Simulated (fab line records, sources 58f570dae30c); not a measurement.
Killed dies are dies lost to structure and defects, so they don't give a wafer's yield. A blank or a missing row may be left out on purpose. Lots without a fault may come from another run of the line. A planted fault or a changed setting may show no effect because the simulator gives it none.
fab line records | flow berkeley_cmos170 | part 2 of 2: steps 28 to 38 of 38
record lots=5 wafers=15 last_day=11
route steps=331 shown PLDD@150 NLDD@158 SPACER@171 PSD@175 NSD@187
lots that met no fault: from a run of the same line without faults
start_h: hours from the record's first day to the start of the lot's first wafer shown | wait_h: hours since the lot's step before | " the same as in the row above | L1.1+2: a row that stands for several wafers | - no value, or no start given | * or withheld: withheld | < > ~ a bound
route shown NAME@n: a module of which the file shows steps, and the number in the route of the first | usual: mean/standard deviation of fault-free wafers | same: alike in all rows | chamber/n: place in a boat | sites: the reading at each site | _std_site: their standard deviation | _edge_site: outer sites' mean less inner sites' | radius_mm: how far each site lies from the wafer's centre | mask NAME#n: copy n | behind: the tool/chamber that last shaped the wafer | hold: why the lot was held/for how many hours/how that ended | device: the transistor (n, p or np) that didn't switch | end of line: the same wafers' tests at the end of the route | a step without rows: its recipe alone | killed: dies lost to structure and defects at the first sort, not the wafer's yield | map: a wafer's dies, x killed, . not, _ none there
set.NAME: the setting as run; set.NAME@STEP: as run at that earlier step | model.NAME: the simulator's own value behind a step, which no gauge read
lots at some steps of the route; a table a step, a row a wafer
services: from which hour (start_h, from the record's first day; less than 0 if before it) a tool's chamber was out of use, for how many hours, and why
## steps
# step UCB170_PSD_SOFTBAKE_02
# recipe resist=KrF temp_c=130 time_s=60
# usual exhaust_pa=45.1/0.88 plate_temp_C=129.97/0.14
# columns lot.wafer tool chamber start_h wait_h exhaust_pa plate_temp_C
L082.1 litho_track-01 0 180.52 0.1 47.3 130.10
L082.4 " 0 " " 46.5 130.15
L082.6 " 0 " " 46.8 130.06
L085.2 litho_track-01 0 196.17 0.1 45.7 129.86
L085.5 " 0 " " 44.5 129.89
L085.6 " 0 " " 44.4 129.94
L090.3 litho_track-04 0 216.02 0.1 45.1 130.18
L090.4 " 0 " " 43.5 130.19
L090.6 " 0 " " 44.9 130.13
L094.1 litho_track-02 0 235.86 0.1 44.9 129.81
L094.3 " 0 " " 44.7 130.06
L094.6 " 0 " " 45.3 129.73
L095.2 litho_track-01 0 243.46 0.1 46.8 129.97
L095.4 " 0 " " 44.7 129.99
L095.5 " 0 " " 44.7 130.08
# step UCB170_PSD_EXPOSE_03
# recipe mask_id=PSELECT_MOD na=0.5 sigma_outer=0.6 source_shape=conventional target_cd_nm=1200 dose_mj=30
# columns lot.wafer tool chamber start_h wait_h mask
L082.1+4+6 krf_scanner-01 0 180.82 0.3 PSELECT_MOD#0
L085.2+5+6 krf_scanner-02 0 196.32 0.1 PSELECT_MOD#0
L090.3+4+6 krf_scanner-01 0 216.26 0.2 PSELECT_MOD#0
L094.1+3+6 krf_scanner-01 0 236.13 0.2 PSELECT_MOD#0
L095.2+4+5 krf_scanner-02 0 243.73 0.2 PSELECT_MOD#0
# step UCB170_PSD_PEB_04
# recipe peb_temp_c=130 peb_time_s=withheld resist=KrF
# usual exhaust_pa=44.9/0.88 plate_temp_C=129.99/0.14
# columns lot.wafer tool chamber start_h wait_h exhaust_pa plate_temp_C
L082.1 litho_track-04 0 180.97 0.1 43.9 130.04
L082.4 " 0 " " 44.8 129.90
L082.6 " 0 " " 45.3 129.85
L085.2 litho_track-01 0 197.05 0.7 46.5 130.17
L085.5 " 0 " " 45.6 130.20
L085.6 " 0 " " 45.6 129.95
L090.3 litho_track-04 0 216.39 0.1 43.5 129.85
L090.4 " 0 " " 44.7 129.95
L090.6 " 0 " " 43.9 130.19
L094.1 litho_track-01 0 236.25 0.1 45.2 130.04
L094.3 " 0 " " 44.9 130.04
L094.6 " 0 " " 45.1 129.82
L095.2 litho_track-01 0 243.89 0.1 45.8 130.03
L095.4 " 0 " " 44.9 129.73
L095.5 " 0 " " 45.6 130.03
# step UCB170_PSD_DEVELOP_05
# recipe developer=TMAH develop_time_s=45 resist=KrF dev_temp_c=21
# usual exhaust_pa=44.8/0.91
# columns lot.wafer tool chamber start_h wait_h exhaust_pa
L082.1 litho_track-04 0 - - 44.3
L082.4 " 0 " " 44.5
L082.6 " 0 " " 45.3
L085.2 litho_track-01 0 - - 46.1
L085.5 " 0 " " 45.7
L085.6 " 0 " " 45.4
L090.3 litho_track-04 0 - - 46.0
L090.4 " 0 " " 47.5
L090.6 " 0 " " 45.2
L094.1 litho_track-01 0 - - 43.4
L094.3 " 0 " " 43.8
L094.6 " 0 " " 45.8
L095.2 litho_track-01 0 - - 43.4
L095.4 " 0 " " 44.1
L095.5 " 0 " " 45.8
# step UCB170_PSD_CD_MEAS_06
# recipe target_cd_nm=1200
# usual cd_nm=1199.5/1.5
# columns lot.wafer tool chamber start_h wait_h cd_nm
L082.1 cd_sem-02 - 181.25 - 1201.9
L082.4 " - " " 1201.0
L082.6 " - " " 1200.7
L085.2 cd_sem-01 - 197.32 - 1198.0
L085.5 " - " " 1197.2
L085.6 " - " " 1198.4
L090.3 cd_sem-02 - 216.66 - 1198.6
L090.4 " - " " 1197.7
L090.6 " - " " 1199.1
L094.1 cd_sem-02 - 236.52 - 1197.4
L094.3 " - " " 1198.6
L094.6 " - " " 1198.9
L095.2 cd_sem-01 - 244.16 - 1199.8
L095.4 " - " " 1199.4
L095.5 " - " " 1199.9
# step UCB170_PSD_OVL_MEAS_07
# usual PSD_OVL=0/5.9
# columns lot.wafer tool chamber start_h wait_h PSD_OVL[nm]
L082.1 overlay-01 - 181.37 0.1 4
L082.4 " - " " -4
L082.6 " - " " -1
L085.2 overlay-01 - 197.43 0.1 -8
L085.5 " - " " -7
L085.6 " - " " -6
L090.3 overlay-01 - 216.75 0.1 -3
L090.4 " - " " -8
L090.6 " - " " -6
L094.1 overlay-02 - 236.64 0.1 4
L094.3 " - " " 2
L094.6 " - " " -2
L095.2 overlay-01 - 244.27 0.1 -3
L095.4 " - " " -5
L095.5 " - " " -7
# step UCB170_PSD_IMPLANT_08
# recipe species=B dose_cm2=3e+15 energy_kev=20 tilt_deg=7
# same implant_ion_amu=11
# columns lot.wafer tool chamber start_h wait_h
L082.1+4+6 implanter-01 0 181.40 0.0
L085.2+5+6 implanter-03 0 197.48 0.0
L090.3+4+6 implanter-04 0 216.82 0.1
L094.1+3+6 implanter-01 0 236.68 0.0
L095.2+4+5 implanter-04 0 244.32 0.0
# step UCB170_PSD_STRIP_09
# recipe chemistry=O2 power_w=400 pressure_mtorr=3500 platen_temp_c=withheld o2_flow_sccm=400 overash_fraction=0.5
# usual drypump_motor_current_A=5.7/0.39 oes_product_au=0.600/0.0049 strip_time_to_endpoint_s=29.41/0.08
# columns lot.wafer tool chamber start_h wait_h drypump_motor_current_A oes_product_au rf_hours_counter_h strip_time_to_endpoint_s
L082.1 plasma_asher-02 1 181.55 0.1 5.8 0.608 9 29.28
L082.4 " 1 " " 5.8 0.597 - 29.31
L082.6 " 1 " " 5.8 0.600 - 29.27
L085.2 plasma_asher-04 1 197.61 0.1 5.0 0.605 39 29.33
L085.5 " 1 " " 5.0 0.599 - 29.40
L085.6 " 0 " " 5.4 0.597 - 29.42
L090.3 plasma_asher-04 1 216.95 0.1 5.0 0.602 - 29.40
L090.4 " 0 " " 5.4 0.599 - 29.39
L090.6 " 1 " " 5.0 0.603 - 29.37
L094.1 plasma_asher-03 1 236.83 0.1 6.4 0.610 56 29.38
L094.3 " 1 " " 6.4 0.610 - 29.28
L094.6 " 0 " " 5.6 0.598 - 29.39
L095.2 plasma_asher-02 1 244.45 0.1 5.8 0.609 15 29.45
L095.4 " 0 " " 5.8 0.603 - 29.48
L095.5 " 1 " " 5.8 0.605 - 29.42
# step UCB170_PSD_TW_MEAS_10
# usual PSD_TW=2322/17
# columns lot.wafer tool chamber start_h wait_h PSD_TW
L082.1 film_metro-01 - 181.65 0.1 2302
L082.4 " - " " 2305
L082.6 " - " " 2299
L085.2 film_metro-01 - 197.72 0.1 2338
L085.5 " - " " 2326
L085.6 " - " " 2326
L090.3 film_metro-02 - 217.04 0.1 2339
L090.4 " - " " 2342
L090.6 " - " " 2336
L094.1 film_metro-01 - 236.93 0.1 2322
L094.3 " - " " 2318
L094.6 " - " " 2318
L095.2 film_metro-04 - 244.56 0.1 2292
L095.4 " - " " 2282
L095.5 " - " " 2288
# step UCB170_PSD_CLEAN_11
# recipe chemistry=SPM temp_c=120 time_s=600
# columns lot.wafer tool chamber start_h wait_h
L082.1+4+6 wet_bench-03 0 181.71 0.1
L085.2+5+6 wet_bench-03 1 201.50 3.8
L090.3+4+6 wet_bench-03 3 218.45 1.4
L094.1+3+6 wet_bench-01 0 236.99 0.1
L095.2+4+5 wet_bench-04 3 245.27 0.7
# step UCB170_NSD_HMDS_00
# recipe prime_time_s=60 prime_temp_c=100
# usual exhaust_pa=45.1/0.96 prime_temp_c=100.02/0.11
# columns lot.wafer tool chamber start_h wait_h exhaust_pa prime_temp_c
L082.1 litho_track-01 0 182.15 0.3 45.4 100.19
L082.4 " 0 " " 45.3 100.26
L082.6 " 0 " " 47.1 100.21
L085.2 litho_track-03 0 202.41 0.7 44.2 100.11
L085.5 " 0 " " 44.3 100.14
L085.6 " 0 " " 44.5 100.14
L090.3 litho_track-01 0 218.67 0.1 44.9 100.06
L090.4 " 0 " " 45.4 100.12
L090.6 " 0 " " 44.5 100.17
L094.1 litho_track-01 0 237.47 0.3 46.0 100.14
L094.3 " 0 " " 44.9 100.07
L094.6 " 0 " " 45.7 100.14
L095.2 litho_track-01 0 245.66 0.2 46.1 99.98
L095.4 " 0 " " 44.7 100.05
L095.5 " 0 " " 44.6 100.12
## services
# columns tool chamber start_h hours kind
plasma_asher-04 - 150.25 2.8 pm
implanter-02 - 157.03 0.6 repair
krf_scanner-02 - 160.50 0.8 pm
krf_scanner-02 - 162.22 7.2 pm
implanter-04 - 163.44 4.1 pm
plasma_asher-04 - 164.85 29.1 pm
krf_scanner-01 - 171.72 1.0 pm
furnace-02 - 177.21 4.7 pm
furnace-02 - 181.91 4.8 pm
rie_diel-02 1 184.06 2.1 repair
rie_diel-03 - 185.31 2.1 repair
rie_diel-03 0 190.11 - clean
rie_diel-03 0 190.11 25.9 scheduled_down
rie_diel-03 0 190.11 25.9 vent_cycle
plasma_asher-01 - 193.15 0.9 repair
pecvd-02 1 203.74 13.8 repair
krf_scanner-02 - 205.99 11.6 pm
rie_diel-03 2 215.00 13.8 repair
plasma_asher-02 - 217.50 15.6 pm
implanter-04 - 220.22 18.0 repair
implanter-04 - 220.50 2.0 repair
krf_scanner-02 - 225.71 1.0 pm
pecvd-02 - 228.85 2.8 pm
krf_scanner-02 - 233.22 1.3 pm
